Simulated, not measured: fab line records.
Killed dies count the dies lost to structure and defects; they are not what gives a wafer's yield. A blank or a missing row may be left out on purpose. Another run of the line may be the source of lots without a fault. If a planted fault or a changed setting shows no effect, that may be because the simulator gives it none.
Which tool is to blame?	flow berkeleyCmos170	18 wafers sampled from 6 lots at 1 step of a route of 331

== WHAT THE GAUGES SHOWED, per wafer ==
UCB170_NLDD_CD_MEAS_06: target cd 1200 nm.
lot	measured	on	cdNm (nm)
L654	day 7 14:49	cdSem-01	1200.2 1199.4 1200.3
L655	day 8 14:23	cdSem-01	1197.7 1198.6 1197.5
L662	day 8 14:44	cdSem-02	1198.4 1199.5 1199.2
L656	day 8 15:02	cdSem-02	1199.7 1200.4 1201.2
L670	day 11 01:38	cdSem-01	1203.6 1203.1 1202.1
L674	day 11 14:39	cdSem-02	1200.4 1200.3 1200.3

== TOOL THAT RAN EACH LOT (tool first, then ch and the chambers of the sampled wafers, then the start) ==
The record holds no process step before these readings.

== THE ANSWER, worked out from the rows above alone ==
Rule: usual is defined by the lots themselves. Put in order of their means at a reading, lots are off if they are a third of the lots or fewer, leave a main group of 4 or more, and stand apart from it by a gap of 3 or more times the standard deviation of the main group's means; of several such gaps the widest counts. Not used: any main group whose means are identical at the precision the tables above print for the reading. A lot without any number at a reading at which 4 lots or more have one is off too. Where the step has rows for the other lots, those lots are counted as sound.
No lot is off at any reading shown: from this, nothing can be told.

== WHAT THE SIMULATOR HAD PUT IN ==
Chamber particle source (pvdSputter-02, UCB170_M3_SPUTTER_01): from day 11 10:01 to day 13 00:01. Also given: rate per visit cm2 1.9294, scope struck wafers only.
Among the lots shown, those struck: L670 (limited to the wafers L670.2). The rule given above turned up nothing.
